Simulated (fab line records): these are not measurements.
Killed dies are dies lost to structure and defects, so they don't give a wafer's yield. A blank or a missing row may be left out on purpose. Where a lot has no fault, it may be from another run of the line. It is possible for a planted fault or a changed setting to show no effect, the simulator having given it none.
One fault seen from 2 desks ; flow berkeley_cmos170 ; each desk holds nothing but its own numbers, with what lay behind them at the end

METROLOGY DESK
What the gauges read, lot by lot, whatever tool the lot ran on: means of the sampled wafers that have a number. Marked OUT: a lot whose mean sits more than 4 standard deviations from the usual mean, which makes it out of limits; the brackets give that distance.
Columns: A = NSD_TW at UCB170_NSD_TW_MEAS_10, usual 4161; B = CONTACT_PSG_THK at UCB170_CONTACT_THK_MEAS_02, usual 697 nm
lot;first seen here;A;B
L719;day 6 12:35;4224;704
L718;day 6 12:46;4113;698
L720;day 7 02:39;4129;693
L721;day 7 12:58;4178;704
L722;day 7 18:58;4189;683
L724;day 8 07:55;4140;699
L725;day 9 00:18;4182;706
L727;day 9 00:35;4120;694
L728;day 9 02:31;4200;701
L729;day 9 02:47;4186;692
L731;day 9 10:34;4192;696
L732;day 10 04:44;4142;695
L736;day 10 14:39;4156;698
L739;day 11 01:17;4184;707
Finding of this desk: none of the 14 lots has anything out of limits.

TOOL OWNER'S DESK, rie_metal-01
The tool's own readings at UCB170_M3_METAL_ETCH_18 (etches Al in Cl2/BCl3, stops on SiO2, target depth 1170 nm, time 195 s): means of the sampled wafers that have a number, for each lot that ran on this tool. Marked OUT: a lot whose mean sits more than 4 standard deviations from the usual mean, which makes it out of limits; the brackets give that distance.
Columns: A = bcl3_flow_sccm at UCB170_M3_METAL_ETCH_18, usual 45.00 sccm; B = bias_w at UCB170_M3_METAL_ETCH_18, usual 120.0 W; C = drypump_motor_current_A at UCB170_M3_METAL_ETCH_18, usual 5.48 A; D = oes_product_au at UCB170_M3_METAL_ETCH_18, usual 0.869 a.u.; E = rf_fwd_power_W at UCB170_M3_METAL_ETCH_18, usual 598.5 W; F = throttle_valve_pct at UCB170_M3_METAL_ETCH_18, usual 24.33 %
lot;first seen here;A;B;C;D;E;F
L719;day 7 14:23;45.10;120.0;5.41;0.882;598.5;24.20
L720;day 8 05:17;44.93;120.6;5.29;0.889;598.2;24.10
L721;day 8 15:34;44.96;120.2;5.30;0.881;600.8;24.11
L727;day 10 00:58;44.90;120.1;5.41;0.882;598.2;24.20
L729;day 10 07:35;44.93;120.5;5.31;0.884;598.1;24.10
L731;day 10 11:52;45.04;119.9;5.42;0.877;598.0;24.20
L732;day 11 04:34;45.01;120.8;5.30;0.881;600.6;24.10
L736;day 11 15:26;44.89;123.3 (+8.5) OUT;5.28;0.884;599.7;24.10
L739;day 12 01:08;45.00;121.2;5.40;0.886;598.4;24.20
This desk's finding: out of limits on L736; first on L736, day 11 15:26 (bias_w at UCB170_M3_METAL_ETCH_18). L719, L720, L721, L727, L729, L731, L732, L739: within limits.

ALL TOGETHER
The tool owner's desk had the chance to raise an alarm at day 11 15:26 on L736.
Nothing out of limits was seen by the metrology desk.
The metrology desk holds a record of L736, inside its limits.
UCB170_M3_METAL_ETCH_18 was run on rie_metal-01 by each of the lots named.

WHAT THE SIMULATOR PUT IN
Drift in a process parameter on rie_metal-01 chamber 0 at UCB170_M3_METAL_ETCH_18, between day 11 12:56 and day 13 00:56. Setting bias_w, moved by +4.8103, from 120. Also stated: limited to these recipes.
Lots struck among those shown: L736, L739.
Hours from the fault's start to each desk's first reading out of limits: the tool owner's desk, 3.
